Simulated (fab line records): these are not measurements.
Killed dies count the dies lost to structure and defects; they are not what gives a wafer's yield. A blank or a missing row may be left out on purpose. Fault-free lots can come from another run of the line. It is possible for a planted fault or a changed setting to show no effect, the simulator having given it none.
Which tool did it? -- flow rit-cmos -- 15 lots with 45 wafers sampled at 2 steps, on a route of 202 steps

## WHAT EACH GAUGE READ, for each wafer
RIT_M1_RS_MEAS_01: measures by four-point-probe. Usual: for M1_AL_RS the level is 0.0735 ohm/sq and the standard deviation is 0.00066.
lot,measured,on,M1_AL_RS (ohm/sq),flag
L953,day 3 09:56,film-metro-03,0.0721 0.0732 0.0727,
L954,day 3 17:33,film-metro-03,0.0749 0.0747 0.0742,
L955,day 3 22:22,film-metro-02,0.0731 0.0737 0.0733,
L956,day 4 00:15,film-metro-02,0.0743 0.0739 0.0742,
L957,day 4 13:35,film-metro-01,0.0742 0.0737 0.0732,
L958,day 4 18:47,film-metro-01,0.0732 0.0742 0.0733,
L961,day 5 08:26,film-metro-03,0.0730 0.0740 0.0738,
L962,day 5 17:07,film-metro-02,0.0721 0.0723 0.0724,
L964,day 5 18:54,film-metro-03,0.0731 0.0731 0.0738,
L965,day 5 21:57,film-metro-02,0.0742 0.0754 0.0737,
L966,day 6 04:04,film-metro-03,0.0736 0.0742 0.0738,
L967,day 6 07:53,film-metro-03,0.0728 0.0749 0.0759,
L969,day 6 18:23,film-metro-02,0.0733 0.0735 0.0757,
L974,day 8 02:21,film-metro-01,0.0737 0.0736 0.0735,
L976,day 8 09:56,film-metro-02,0.0730 0.0733 0.0730,

## EACH LOT AND THE TOOL THAT RAN IT (in order: tool; ch and the chambers of the sampled wafers; start)
lot,RIT_M1_SPUTTER_00
L953,"pvd-sputter-02, day 3 09:35"
L954,"pvd-sputter-03, day 3 17:14"
L955,"pvd-sputter-02, day 3 22:05"
L956,"pvd-sputter-01, day 3 23:58"
L957,"pvd-sputter-02, day 4 13:17"
L958,"pvd-sputter-02, day 4 18:30"
L961,"pvd-sputter-02, day 5 08:07"
L962,"pvd-sputter-02, day 5 16:47"
L964,"pvd-sputter-03, day 5 18:35"
L965,"pvd-sputter-02, day 5 21:38"
L966,"pvd-sputter-01, day 6 03:45"
L967,"pvd-sputter-02, day 6 07:34"
L969,"pvd-sputter-02, day 6 18:04"
L974,"pvd-sputter-03, day 8 02:04"
L976,"pvd-sputter-03, day 8 09:38"
- RIT_M1_SPUTTER_00: material Al, target thk 400 nm, time 500 s.

## WHAT THE TOOLS THEMSELVES READ (means of the sampled wafers that have a number; where no wafer has one, the mark that the record gives instead)
RIT_M1_SPUTTER_00. Usual: chamber-pressure-pa 0.4000 Pa, standard deviation 0.00081; throttle-valve-pct 30.3 %, standard deviation 0.74.
lot,tool,chamber-pressure-pa (Pa),throttle-valve-pct (%),flag
L953,pvd-sputter-02,0.3994,30.2,
L954,pvd-sputter-03,0.4003,30.1,
L955,pvd-sputter-02,0.4003,30.8,
L956,pvd-sputter-01,0.4001,30.0,
L957,pvd-sputter-02,0.3995,30.2,
L958,pvd-sputter-02,0.4005,30.8,
L961,pvd-sputter-02,0.4001,30.2,
L962,pvd-sputter-02,0.4009,29.8,
L964,pvd-sputter-03,0.3995,30.6,
L965,pvd-sputter-02,0.4110,30.4,OFF
L966,pvd-sputter-01,0.4002,30.1,
L967,pvd-sputter-02,0.4222,29.7,OFF
L969,pvd-sputter-02,0.4107,30.0,OFF
L974,pvd-sputter-03,0.4010,30.1,
L976,pvd-sputter-03,0.4001,29.6,

## THE ANSWER, worked out from the rows above alone
Rule: a lot counts as off when the mean over its wafers that have a number is more than 3 standard deviations away from the usual mean. A lot without any number at a reading at which 4 lots or more have one is off too. Any other lot the step has rows for is counted as sound. The gauges are gone through in route order, then the tools' own readings, and for those a lot's mean is taken as printed above. At the first step where some lot is off, the reading lying furthest off is the one used; lots without a number count as furthest.
Off: L965, L967, L969, at RIT_M1_SPUTTER_00 (chamber-pressure-pa).
A tool fits if, at that step or a process step before it, it ran every lot that is off, and no sound lot after the first of them. One fits: pvd-sputter-02 at RIT_M1_SPUTTER_00. Its last sound lot is L962 (day 5 16:47), its first lot that is off L965 (day 5 21:38): a fault that began between those two fits.
On the lots that are off, the tool's own readings at RIT_M1_SPUTTER_00 differ by more than 5 times the standard deviation of the sound lots' means, which bears it out; chamber-pressure-pa reads 0.4146 Pa there versus 0.4002 Pa on the sound lots.

## WHAT THE SIMULATOR HAD INSERTED
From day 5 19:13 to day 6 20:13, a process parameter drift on pvd-sputter-02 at RIT_M1_SPUTTER_00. The setting chamber-pressure-pa was moved by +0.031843, starting from 0.4. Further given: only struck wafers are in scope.
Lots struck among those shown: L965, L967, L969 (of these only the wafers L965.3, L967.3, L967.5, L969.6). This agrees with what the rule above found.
